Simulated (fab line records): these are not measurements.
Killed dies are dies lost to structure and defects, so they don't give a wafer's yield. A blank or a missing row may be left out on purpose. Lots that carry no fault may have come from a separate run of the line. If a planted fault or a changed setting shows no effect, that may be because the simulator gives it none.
Which of the tools did it?    flow berkeley_cmos170    42 wafers sampled from 14 lots at 1 step of a route of 331

== WHAT THE GAUGES READ, wafer by wafer ==
UCB170_NWELL_THK_MEAS_02.
lot   measured     on             NWELL_OXIDE_THK (nm)
L853  day 2 01:23  film_metro-01  26.3 26.5 26.3
L855  day 2 17:28  film_metro-02  26.6 26.6 25.9
L857  day 3 02:19  film_metro-02  25.7 26.1 26.2
L858  day 3 02:20  film_metro-03  26.2 26.1 25.9
L859  day 3 14:08  film_metro-03  26.2 26.6 26.8
L862  day 3 20:46  film_metro-02  25.5 25.8 25.8
L868  day 5 01:09  film_metro-01  27.0 26.6 26.8
L869  day 5 09:28  film_metro-01  26.5 26.7 26.3
L870  day 5 12:59  film_metro-03  26.0 26.4 26.0
L872  day 6 01:02  film_metro-01  26.8 26.8 26.7
L873  day 6 08:55  film_metro-03  26.4 26.2 25.9
L875  day 6 17:35  film_metro-01  27.0 26.7 26.9
L874  day 6 17:36  film_metro-02  26.6 26.6 26.1
L876  day 7 05:49  film_metro-02  26.6 26.2 26.0

== EACH LOT AND THE TOOL THAT RAN IT (in order: tool; ch and the chambers of the sampled wafers; start) ==
The record holds no process step before these readings.

== AS READ BY THE TOOLS THEMSELVES (means over the sampled wafers that have a number; for cases with no such wafer, the mark the record gives instead) ==
The record holds no such reading with a usual standard deviation.

== THE ANSWER, worked out from the rows above alone ==
Rule: the lots themselves supply what counts as usual. The widest of any qualifying gaps counts: lots, ordered by their means at a reading, are off when they make up no more than a third of the lots, leave a main group of 4 or more, and stand apart from it by 3 or more times the standard deviation of that group's means. A main group is skipped when, at the precision printed for the reading in the tables above, its means are all equal. Also off: a lot with no number at a reading for which 4 or more lots have one. The other lots that the step has rows for count as sound. First the gauges in route order, then the tools' own readings, where a lot's mean is used as printed above. At the first step where some lot is off, the reading lying furthest off is the one used; lots without a number count as furthest.
No lot is off on any of the readings shown, so nothing can be concluded from this.

== WHAT THE SIMULATOR PUT IN ==
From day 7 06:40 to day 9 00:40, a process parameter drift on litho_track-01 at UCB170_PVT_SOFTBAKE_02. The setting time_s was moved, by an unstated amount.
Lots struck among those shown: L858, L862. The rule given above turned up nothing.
